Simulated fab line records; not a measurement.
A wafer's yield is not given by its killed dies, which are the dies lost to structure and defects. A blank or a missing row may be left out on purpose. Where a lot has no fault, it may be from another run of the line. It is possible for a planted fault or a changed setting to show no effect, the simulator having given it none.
Split-lot study ; flow berkeleyCmos170 ; on a route of 331 steps: 5 lots, 23 wafers read

== ON THE SPLIT ==
At UCB170_V1_CVD_00 (deposits SiO2 from TEOS/O2, target thk 2000 nm, time 250 s), the setting rfW was moved away from the recipe's 550 W on 11 of the 23 wafers read, by -5.5% to +11.4%. The other wafers ran this setting at the recipe's value.

Split to reading: the file shows no intervening step.

== THE READING ==
At UCB170_V1_THK_MEAS_01: V1_TEOS_THK, given in nm. A value of 1999 nm with a standard deviation of 28 nm is what fault-free wafers of this fab line usually give.

wafer;tool, chamber at the split;rfW as run, W;against the recipe;V1_TEOS_THK, nm;against lot-mates on the recipe
L076.1;pecvd-02, 0;550;recipe;2019;-
L076.2;pecvd-02, 1;550;recipe;1970;-
L076.3;pecvd-02, 2;519.8;-5.5%;1958;-42
L076.4;pecvd-02, 1;550;recipe;2011;-
L076.6;pecvd-02, 0;519.8;-5.5%;1990;-10
L078.1;pecvd-02, 1;550;recipe;2014;-
L078.2;pecvd-02, 2;550;recipe;2002;-
L078.3;pecvd-02, 0;610.1;+10.9%;2080;+72
L078.4;pecvd-02, 1;610.1;+10.9%;2094;+86
L078.6;pecvd-02, 0;610.1;+10.9%;2121;+113
L081.1;pecvd-03, 2;530;-3.6%;1963;-56
L081.2;pecvd-03, 0;530;-3.6%;1969;-50
L081.4;pecvd-03, 1;550;recipe;2002;-
L081.5;pecvd-03, 2;530;-3.6%;2006;-14
L081.6;pecvd-03, 0;550;recipe;2037;-
L083.3;pecvd-01, 1;550;recipe;1974;-
L083.5;pecvd-01, 1;550;recipe;2003;-
L083.6;pecvd-01, 2;550;recipe;1987;-
L082.1;pecvd-03, 2;612.6;+11.4%;2036;+84
L082.2;pecvd-03, 1;550;recipe;1965;-
L082.3;pecvd-03, 0;550;recipe;1939;-
L082.4;pecvd-03, 2;612.6;+11.4%;2068;+116
L082.6;pecvd-03, 0;612.6;+11.4%;2044;+92

THE FIT
A straight line over all 23 wafers: V1_TEOS_THK changes by +6.49 nm for each +1% of rfW; r = +0.82; the points scatter about the line by 28 nm.
The same after taking each lot's own level away (the mean of its wafers on the recipe; 23 wafers): +8.23 nm for each +1%; r = +0.94; scatter 18 nm.
On that fit, the largest move of rfW shifts the reading by 94 nm.
The span of the lots' own levels, 1952.0 to 2019.5 nm, comes to 2.4 times the standard deviation stated above.
In other words, the slope is changed by the lot-to-lot level; the two fits disagree.
Check: with one of the wafers moved furthest among these (+11.4%) left out of the fit, the line predicts +96.6 nm for it against its lot-mates. Against them it came out at +84 nm.

== ADDITIONAL SPLITS CARRIED BY THESE WAFERS ==
Note: prior to the reading, these wafers also went through further splits. Each is held against what the fit with the lots' levels taken away leaves over:
other split on the same wafers;wafers away from the commonest value;r with V1_TEOS_THK (lot level and that fit taken away)
UCB170_BACKSIDE_SOFTBAKE_02 tempC;6;-0.15
UCB170_CONTACT_PEB_13 pebTempC;9;-0.20
UCB170_M1_COAT_04 spinRpm;8;+0.23

== THE WHOLE CHAIN: every reading that the file lists as answering this split, in the file's order ==
step;what it does;reading;change (the file's fit);r (the file's)
UCB170_V1_CVD_00;deposits SiO2 from TEOS/O2, target thk 2000 nm, time 250 s;SiO2_of_V1_CVD_00.thkNm (the simulator's own value, which no gauge read);+8.17 nm for each +1% of the setting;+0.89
UCB170_V1_THK_MEAS_01;;V1_TEOS_THK;+8.18 for each +1% of the setting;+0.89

== THE FILE'S OWN FIT ==
V1_TEOS_THK changes by +8.18 nm for each +1% of rfW, r = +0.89.
